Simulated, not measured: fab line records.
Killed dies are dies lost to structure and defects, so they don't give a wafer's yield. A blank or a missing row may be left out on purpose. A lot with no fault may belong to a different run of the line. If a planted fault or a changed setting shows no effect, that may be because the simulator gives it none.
Split-lot study + flow berkeley-cmos170 + 23 wafers read from 5 lots, route of 331 steps

## ABOUT THE SPLIT
At UCB170_NLDD_PEB_04, the setting peb-temp-c was moved away from the recipe's 130 C on 11 of the 23 wafers read, by -2.3% to +1.5%. All remaining wafers had this setting at the recipe value.

## THE PATH FROM SPLIT TO READING: the file shows 1 step between them
- UCB170_NLDD_DEVELOP_05: develop time 45 s

## THE READING
At UCB170_NLDD_CD_MEAS_06: cd-nm in nanometres, against a target cd of 1200 nm. On this fab line, fault-free wafers typically give 1199.8 nm with a standard deviation of 1.6 nm.

| wafer  | tool, chamber at the split | peb-temp-c as run, C | against the recipe | cd-nm, nm | against lot-mates on the recipe |
|--------|----------------------------|----------------------|--------------------|-----------|---------------------------------|
| L074.2 | litho-track-02, 0          | 130                  | recipe             | 1200.8    | -                               |
| L074.3 | litho-track-02, 0          | 130                  | recipe             | 1199.9    | -                               |
| L074.4 | litho-track-02, 0          | 130                  | recipe             | 1201.0    | -                               |
| L077.1 | litho-track-02, 0          | 130                  | recipe             | 1198.9    | -                               |
| L077.2 | litho-track-02, 0          | 130                  | recipe             | 1198.7    | -                               |
| L077.3 | litho-track-02, 0          | 128.1                | -1.5%              | 1185.0    | -13.8                           |
| L077.5 | litho-track-02, 0          | 128.1                | -1.5%              | 1184.4    | -14.4                           |
| L077.6 | litho-track-02, 0          | 128.1                | -1.5%              | 1184.6    | -14.2                           |
| L079.1 | litho-track-02, 0          | 128.4                | -1.2%              | 1190.8    | -10.6                           |
| L079.2 | litho-track-02, 0          | 128.4                | -1.2%              | 1190.5    | -10.9                           |
| L079.3 | litho-track-02, 0          | 130                  | recipe             | 1202.5    | -                               |
| L079.4 | litho-track-02, 0          | 128.4                | -1.2%              | 1190.9    | -10.5                           |
| L079.5 | litho-track-02, 0          | 130                  | recipe             | 1200.3    | -                               |
| L083.1 | litho-track-04, 0          | 127                  | -2.3%              | 1175.4    | -24.5                           |
| L083.2 | litho-track-04, 0          | 127                  | -2.3%              | 1177.1    | -22.8                           |
| L083.4 | litho-track-04, 0          | 127                  | -2.3%              | 1177.3    | -22.6                           |
| L083.5 | litho-track-04, 0          | 130                  | recipe             | 1199.7    | -                               |
| L083.6 | litho-track-04, 0          | 130                  | recipe             | 1200.1    | -                               |
| L085.1 | litho-track-02, 0          | 130                  | recipe             | 1199.2    | -                               |
| L085.2 | litho-track-02, 0          | 130                  | recipe             | 1199.4    | -                               |
| L085.3 | litho-track-02, 0          | 130                  | recipe             | 1200.3    | -                               |
| L085.4 | litho-track-02, 0          | 132                  | +1.5%              | 1213.6    | +14.0                           |
| L085.5 | litho-track-02, 0          | 132                  | +1.5%              | 1211.4    | +11.8                           |

FIT RESULTS
A straight line over all 23 wafers: cd-nm changes by +9.44 nm for each +1% of peb-temp-c; r = +0.99; the points scatter about the line by 1.6 nm.
The same after taking each lot's own level away (the mean of its wafers on the recipe; 23 wafers): +9.45 nm for each +1%; r = +1.00; scatter 1 nm.
The reading moves by 22 nm for the largest change in peb-temp-c, on that fit.
The span of the lots' own levels, 1198.80 to 1201.40 nm, comes to 1.6 times the standard deviation stated above.
The two slopes agree, so the slope changes little with the lot-to-lot level.
Check: for one of the wafers moved furthest among these (-2.3%), held out of the fit, the line's prediction against its lot-mates is -21.6 nm. It came out at -24.5 nm against them.

## OTHER SPLITS ON THESE WAFERS
Before the reading, these wafers also passed through other splits. Each is held against what the fit with the lots' levels taken away leaves over:
| other split on the same wafers       | wafers away from the commonest value | r with cd-nm (lot level and that fit taken away) |
|--------------------------------------|--------------------------------------|--------------------------------------------------|
| UCB170_WELLDRIVE_OXIDATION_01 temp-c | 15                                   | -0.14                                            |
| UCB170_ACTIVE_STRIP_16 power-w       | 4                                    | -0.24                                            |
| UCB170_PFIELD_IMPLANT_07 dose-cm2    | 11                                   | -0.29                                            |
| UCB170_NVT_COAT_01 spin-rpm          | 4                                    | +0.05                                            |
| UCB170_GATE_OXIDATION_01 temp-c      | 15                                   | +0.04                                            |

## FILE'S OWN FIT
cd-nm changes by +9.46 nm for each +1% of peb-temp-c, r = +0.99.
